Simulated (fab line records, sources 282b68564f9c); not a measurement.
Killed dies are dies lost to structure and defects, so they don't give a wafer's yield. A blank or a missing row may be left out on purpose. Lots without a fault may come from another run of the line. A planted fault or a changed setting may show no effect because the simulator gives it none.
A struck lot beside a sound one | flow rit_cmos | 21 steps out of a route of 202
Sound: wafers L144.2, L144.4, L144.6. Struck: wafers L151.1, L151.5, L151.6. The cause comes at the end.
At each step with rows: each side's tool, then ch and its chambers, then its first start. Under that, the readings that differ: sound wafers | struck wafers | difference of the means | sigmas: that difference in standard deviations of wafers without a fault.
alike: readings whose means differ by less than 2 such deviations, and words and numbers that are the same on both sides. not compared: withheld readings, readings that some wafer has no value for, bounds like >300 that may hide the same value, and numbers for which the record gives no deviation and whose values overlap.
The two part at a step that has a row with sigmas, a row that says differs or no value, or rows on one side only. Numbers that don't overlap but have no deviation are shown without sigmas and don't part them. A reading that every wafer of one side lacks parts them only if that side has two wafers or more.

first, 4 steps without rows for these wafers: RIT_ACTIVE_CLEAN_15 (cleans in SC1, time 600 s); RIT_ACTIVE_CLEAN_16 (cleans in dHF, time 30 s); RIT_ACTIVE_CLEAN_17 (cleans in SC2, time 600 s); RIT_FOX1_OXIDATION_00 (target thk 350.7 nm, ox time 1130 s).
RIT_FOX1_THK_MEAS_01:
  sound on film_metro-03, day 3 15:38; struck on film_metro-02, day 5 00:56
  alike: FOX1_OXIDE_THK
then, 2 steps without rows for these wafers: RIT_FOX1_WET_ETCH_02 (etches SiO2 in BOE, target depth 350 nm, time 390 s); RIT_FOX2_OXIDATION_00 (target thk 350.7 nm, ox time 1130 s).
RIT_FOX2_THK_MEAS_01:
  sound on film_metro-03, day 3 17:50; struck on film_metro-01, day 5 03:17
  reading             | sound       | struck      | difference | sigmas
  FOX2_OXIDE_THK (nm) | 346 343 346 | 361 356 358 | +13        | +2
then, 2 steps without rows for these wafers: RIT_FOX2_CLEAN_02 (cleans in dHF, time 180 s); RIT_FOX2_WET_ETCH_03 (etches Si3N4 in H3PO4, target depth 195 nm, time 2700 s).
RIT_FOX2_THK_MEAS_90:
  sound on film_metro-04, day 3 18:43; struck on film_metro-04, day 5 04:14
  reading                     | sound       | struck      | difference | sigmas
  FIELD_OXIDE_LEFT_1_THK (nm) | 319 315 319 | 334 328 332 | +14        | +2
then, 1 step without rows for these wafers: RIT_NWELL_HMDS_00 (prime time 60 s).
RIT_NWELL_COAT_01: resist thk 1300 nm.
  sound on litho_track-04 ch 0, day 3 18:56; struck on litho_track-01 ch 0, day 5 04:26
  reading                                    | sound                | struck               | difference | sigmas
  spin_speed_rpm (rpm)                       | 2000.4 2001.5 1998.5 | 1886.3 1885.1 1888.7 | -113.4     | -87
  model.NOVOLAK_of_NWELL_COAT_01.thk_nm (nm) | 1298 1307 1303       | 1334 1337 1335       | +33        |
  alike: exhaust_pa, resist_line_temp_C
then, 4 steps without rows for these wafers: RIT_NWELL_SOFTBAKE_02 (time 60 s); RIT_NWELL_EXPOSE_03 (exposes mask M2, target cd 43900 nm); RIT_NWELL_PEB_04; RIT_NWELL_DEVELOP_05 (develop time 68 s).
RIT_NWELL_OVL_MEAS_06:
  sound on overlay-01, day 3 19:39; struck on overlay-01, day 5 05:11
  alike: NWELL_OVL
RIT_NWELL_HARDBAKE_07: time 120 s.
  sound on litho_track-04 ch 0, day 3 19:43; struck on litho_track-01 ch 0, day 5 05:13
  reading                                    | sound          | struck         | difference | sigmas
  model.NOVOLAK_of_NWELL_COAT_01.thk_nm (nm) | 1136 1143 1140 | 1166 1168 1167 | +27        |
  alike: exhaust_pa, plate_temp_C, resist_line_temp_C
then, 2 steps without rows for these wafers: RIT_NWELL_IMPLANT_08; RIT_M1_PROBE_99.

WHERE THEY PART
First at RIT_FOX2_THK_MEAS_01; last, within this record, at RIT_NWELL_COAT_01. Later steps at which nothing parts them and some readings are alike: RIT_NWELL_OVL_MEAS_06, RIT_NWELL_HARDBAKE_07.

WHY: what the simulator had put in
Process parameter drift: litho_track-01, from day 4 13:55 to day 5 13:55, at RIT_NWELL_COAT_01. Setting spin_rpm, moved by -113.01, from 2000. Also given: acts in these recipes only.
